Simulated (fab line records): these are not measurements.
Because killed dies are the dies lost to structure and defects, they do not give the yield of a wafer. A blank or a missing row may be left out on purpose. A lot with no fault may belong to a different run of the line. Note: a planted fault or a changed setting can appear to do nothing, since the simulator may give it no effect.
What tool caused it? | flow berkeleyCmos170 | 14 lots, 42 wafers sampled, at 3 steps of a route of 331

WHAT THE GAUGES SHOWED, per wafer
UCB170_PVT_TW_MEAS_09.
lot  | measured     | on           | PVT_TW
L885 | day 6 15:12  | filmMetro-04 | 503.1 501.9 503.4
L887 | day 7 14:35  | filmMetro-01 | 503.9 502.2 503.4
L890 | day 7 15:25  | filmMetro-03 | 503.6 505.9 505.2
L891 | day 7 14:38  | filmMetro-03 | 505.7 506.6 503.7
L892 | day 8 06:44  | filmMetro-04 | 506.1 503.5 505.4
L893 | day 8 06:28  | filmMetro-03 | 506.9 503.8 504.3
L894 | day 8 06:10  | filmMetro-04 | 505.9 502.6 503.5
L900 | day 9 19:04  | filmMetro-04 | 504.3 503.5 501.7
L902 | day 9 19:32  | filmMetro-04 | 503.1 502.0 503.2
L903 | day 9 19:47  | filmMetro-04 | 503.9 501.2 502.7
L907 | day 10 21:46 | filmMetro-03 | 504.9 502.6 501.1
L908 | day 11 01:22 | filmMetro-04 | 503.3 502.4 504.9

EACH LOT AND THE TOOL THAT RAN IT (in order: tool; ch and the chambers of the sampled wafers; start)
lot  | UCB170_NWELL_WET_ETCH_00      | UCB170_PWELL_ETCH_14
L885 | wetBench-02 ch 2, day 1 22:33 | rieDiel-04 ch 0,3, day 3 07:54
L887 | wetBench-02 ch 0, day 2 08:39 | rieDiel-01 ch 1,2,3, day 4 04:01
L890 | wetBench-02 ch 1, day 2 22:40 | rieDiel-01 ch 0,2,3, day 4 12:54
L891 | wetBench-04 ch 3, day 3 04:41 | rieDiel-03 ch 1,2, day 4 12:55
L892 | wetBench-04 ch 1, day 3 10:46 | rieDiel-01 ch 2,3, day 5 09:34
L893 | wetBench-04 ch 3, day 3 10:46 | rieDiel-04 ch 0,1,2, day 5 09:39
L894 | wetBench-01 ch 0, day 3 21:41 | rieDiel-03 ch 1,3, day 5 09:50
L898 | wetBench-01 ch 2, day 4 12:17 | -
L899 | wetBench-04 ch 0, day 4 18:05 | -
L900 | wetBench-02 ch 1, day 5 05:43 | rieDiel-04 ch 1,2,3, day 6 22:17
L902 | wetBench-01 ch 1, day 5 14:10 | rieDiel-03 ch 0,1, day 6 22:14
L903 | wetBench-01 ch 3, day 5 18:09 | rieDiel-04 ch 1,2,3, day 6 22:57
L907 | wetBench-01 ch 3, day 6 07:38 | rieDiel-03 ch 0,2,3, day 7 18:53
L908 | wetBench-04 ch 3, day 6 20:22 | rieDiel-01 ch 0,1,3, day 8 09:02
- UCB170_NWELL_WET_ETCH_00: etches SiO2 in dHF, time 200 s.
- UCB170_PWELL_ETCH_14: etches Si3N4 in CH3F/Ar/O2, stops on SiO2, target depth 242 nm, time 151 s.

WHAT THE TOOLS THEMSELVES READ (means of the sampled wafers that have a number; where no wafer has one, the mark that the record gives instead)
UCB170_NWELL_WET_ETCH_00.
lot  | tool        | bathHeatDutyPct (%) | runLengthS (s)
L885 | wetBench-02 | 6.0                 | 224.1
L887 | wetBench-02 | 7.0                 | 226.5
L890 | wetBench-02 | 5.1                 | 224.7
L891 | wetBench-04 | 5.7                 | 227.2
L892 | wetBench-04 | 4.7                 | 225.8
L893 | wetBench-04 | 6.4                 | 226.2
L894 | wetBench-01 | 6.9                 | 228.3
L898 | wetBench-01 | -                   | -
L899 | wetBench-04 | -                   | -
L900 | wetBench-02 | 5.3                 | 224.4
L902 | wetBench-01 | 5.5                 | 224.6
L903 | wetBench-01 | 6.7                 | 225.6
L907 | wetBench-01 | 6.6                 | 225.1
L908 | wetBench-04 | 5.8                 | 225.8

UCB170_PWELL_ETCH_14.
lot  | tool       | CH3F_flow_sccm (sccm) | O2_flow_sccm (sccm) | chamberPressureMTorr (mTorr) | drypumpMotorCurrentA (A) | oesProductAu (a.u.) | rfFwdPowerW (W) | throttleValvePct (%)
L885 | rieDiel-04 | 20.04                 | 6.997               | 50.01                        | 5.8                      | 0.941               | 448.3           | 8.05
L887 | rieDiel-01 | 19.97                 | 6.999               | 50.06                        | 5.4                      | 0.935               | 447.5           | 8.10
L890 | rieDiel-01 | 19.99                 | 7.010               | 49.98                        | 5.6                      | 0.941               | 447.4           | 8.20
L891 | rieDiel-03 | 20.00                 | 6.987               | 50.02                        | 5.1                      | 0.933               | 448.0           | 8.25
L892 | rieDiel-01 | 19.95                 | 6.976               | 50.01                        | 5.5                      | 0.946               | 447.3           | 8.23
L893 | rieDiel-04 | 19.99                 | 7.006               | 50.02                        | 5.6                      | 0.944               | 449.1           | 8.04
L894 | rieDiel-03 | 19.94                 | 7.011               | 49.97                        | 6.0                      | 0.958               | 448.9           | 8.24
L900 | rieDiel-04 | 20.03                 | 7.013               | 50.01                        | 5.7                      | 0.946               | 448.3           | 8.09
L902 | rieDiel-03 | 20.12                 | 6.989               | 50.02                        | 5.6                      | 0.938               | 447.1           | 8.15
L903 | rieDiel-04 | 20.03                 | 6.985               | 50.03                        | 5.7                      | 0.936               | 447.6           | 8.09
L907 | rieDiel-03 | 20.02                 | 6.996               | 49.95                        | 5.5                      | 0.946               | 448.0           | 8.18
L908 | rieDiel-01 | 19.96                 | 6.982               | 50.02                        | 5.5                      | 0.968               | 448.4           | 8.21

THE ANSWER, worked out from the rows above alone
Rule: the lots themselves supply what counts as usual. The widest of any qualifying gaps counts: lots, ordered by their means at a reading, are off when they make up no more than a third of the lots, leave a main group of 4 or more, and stand apart from it by 3 or more times the standard deviation of that group's means. A main group is skipped when, at the precision printed for the reading in the tables above, its means are all equal. A lot without any number at a reading at which 4 lots or more have one is off too. Where the step has rows for the other lots, those lots are counted as sound. Order of review: gauges by route order, followed by the tools' own readings, for which a lot's mean as printed above is used. At the first step where some lot is off, the reading lying furthest off is the one used; lots without a number count as furthest.
Off, at UCB170_NWELL_WET_ETCH_00 on bathHeatDutyPct: L898, L899. Without a number there: L898, L899. The main group has a mean of 6.0 % with a standard deviation of 0.72.
A tool fits if, at that step or a process step before it, it ran every lot that is off, and no sound lot after the first of them. Not one of the candidates tried fits.

WHAT THE SIMULATOR HAD PUT IN
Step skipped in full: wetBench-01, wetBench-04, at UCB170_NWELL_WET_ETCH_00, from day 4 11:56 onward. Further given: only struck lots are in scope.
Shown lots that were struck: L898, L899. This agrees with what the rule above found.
